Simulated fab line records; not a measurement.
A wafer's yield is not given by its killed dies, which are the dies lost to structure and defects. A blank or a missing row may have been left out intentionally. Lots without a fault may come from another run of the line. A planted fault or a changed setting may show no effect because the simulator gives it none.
Split-lot trial -- flow berkeley_cmos170 -- 27 wafers read from 5 lots, route of 331 steps

## ON THE SPLIT
At UCB170_GATE_ETCH_15 (etches poly-Si in HBr/Cl2, stops on SiO2, time 56.3 s, target depth 278.2 nm), the setting target_depth_a was moved away from the recipe's 2782 angstrom on 9 of the 27 wafers read, by -36.6% to +49.2%. The other wafers ran this setting at the recipe's value.

The split's own step is where the reading is taken.

## THE READING
oes_product_au, in a.u., at UCB170_GATE_ETCH_15 (etches poly-Si in HBr/Cl2, stops on SiO2, time 56.3 s, target depth 278.2 nm). A value of 0.843 a.u. with a standard deviation of 0.014 a.u. is what fault-free wafers of this fab line usually give.

wafer,"tool, chamber at the split","target_depth_a as run, angstrom",against the recipe,"oes_product_au, a.u.",against lot-mates on the recipe
L078.1,"rie_si-02, 1",2782,recipe,0.850,-
L078.2,"rie_si-02, 0",4150,+49.2%,0.656,-0.193
L078.3,"rie_si-02, 2",4150,+49.2%,0.651,-0.198
L078.4,"rie_si-02, 3",2782,recipe,0.859,-
L078.5,"rie_si-02, 1",4150,+49.2%,0.652,-0.197
L078.6,"rie_si-02, 2",2782,recipe,0.837,-
L077.1,"rie_si-02, 1",2782,recipe,0.845,-
L077.2,"rie_si-02, 2",2782,recipe,0.834,-
L077.3,"rie_si-02, 3",2782,recipe,0.859,-
L077.4,"rie_si-02, 0",2782,recipe,0.838,-
L077.5,"rie_si-02, 2",2782,recipe,0.847,-
L077.6,"rie_si-02, 3",2782,recipe,0.867,-
L084.1,"rie_si-02, 1",1765,-36.6%,0.993,+0.144
L084.2,"rie_si-02, 2",1765,-36.6%,0.997,+0.148
L084.3,"rie_si-02, 3",2782,recipe,0.854,-
L084.4,"rie_si-02, 0",2782,recipe,0.839,-
L084.5,"rie_si-02, 3",2782,recipe,0.855,-
L084.6,"rie_si-02, 2",1765,-36.6%,0.998,+0.149
L085.2,"rie_si-02, 2",2782,recipe,0.827,-
L085.3,"rie_si-02, 1",2782,recipe,0.844,-
L085.5,"rie_si-02, 3",2782,recipe,0.841,-
L083.1,"rie_si-02, 3",2144,-22.9%,1.010,+0.162
L083.2,"rie_si-02, 2",2782,recipe,0.849,-
L083.3,"rie_si-02, 0",2782,recipe,0.848,-
L083.4,"rie_si-02, 1",2144,-22.9%,0.987,+0.139
L083.5,"rie_si-02, 3",2144,-22.9%,1.004,+0.156
L083.6,"rie_si-02, 2",2782,recipe,0.846,-

THE FIT
A straight line over all 27 wafers: oes_product_au changes by -0.00431 a.u. for each +1% of target_depth_a; r = -0.98; the points scatter about the line by 0.021 a.u.
The same after taking each lot's own level away (the mean of its wafers on the recipe; 27 wafers): -0.0043 a.u. for each +1%; r = -0.98; scatter 0.02 a.u.
The reading moves by 0.21 a.u. for the largest change in target_depth_a, on that fit.
The lots' own levels span 0.8373 to 0.8493 a.u., that is 0.9 times the standard deviation above.
The two slopes are in agreement: the lot-to-lot level therefore moves the slope only a little.
Check: with one of the wafers moved furthest among these (+49.2%) left out of the fit, the line predicts -0.209 a.u. for it against its lot-mates. Against them it came out at -0.193 a.u.
Tool readings at the split's step, against how far the setting was moved: oes_product_au r = -0.98.

## OTHER SPLITS APPLIED TO THESE WAFERS
Note: prior to the reading, these wafers also went through further splits. Each is held against what the fit with the lots' levels taken away leaves over:
other split on the same wafers,wafers away from the commonest value,r with oes_product_au (lot level and that fit taken away)
UCB170_WELLDRIVE_OXIDATION_01 ox_time_s,18,+0.57
UCB170_ACTIVE_ETCH_15 target_depth_a,9,-0.03

## THE WHOLE CHAIN: every reading that the file lists as answering this split, in the file's order
step,what it does,reading,change (the file's fit),r (the file's)
UCB170_GATE_ETCH_15,"etches poly-Si in HBr/Cl2, stops on SiO2, time 56.3 s, target depth 278.2 nm",oes_product_au,-0.00432 a.u. for each +1% of the setting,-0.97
UCB170_GATE_ETCH_15,"etches poly-Si in HBr/Cl2, stops on SiO2, time 56.3 s, target depth 278.2 nm","etch.depth_nm (the simulator's own value, which no gauge read)","not straight: 174.2 at the lowest setting, 216.4 at the recipe, 215.3 at the highest",not given
UCB170_GATE_ETCH_15,"etches poly-Si in HBr/Cl2, stops on SiO2, time 56.3 s, target depth 278.2 nm","GATE.feature_depth_nm (the simulator's own value, which no gauge read)","not straight: 174.2 at the lowest setting, 216.4 at the recipe, 217.6 at the highest",not given
UCB170_GATE_ETCH_15,"etches poly-Si in HBr/Cl2, stops on SiO2, time 56.3 s, target depth 278.2 nm","KrF_of_GATE_COAT_07.thk_nm (the simulator's own value, which no gauge read)",-1.11 nm for each +1% of the setting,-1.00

## FILE'S OWN FIT
oes_product_au changes by -0.00432 a.u. for each +1% of target_depth_a, r = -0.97.
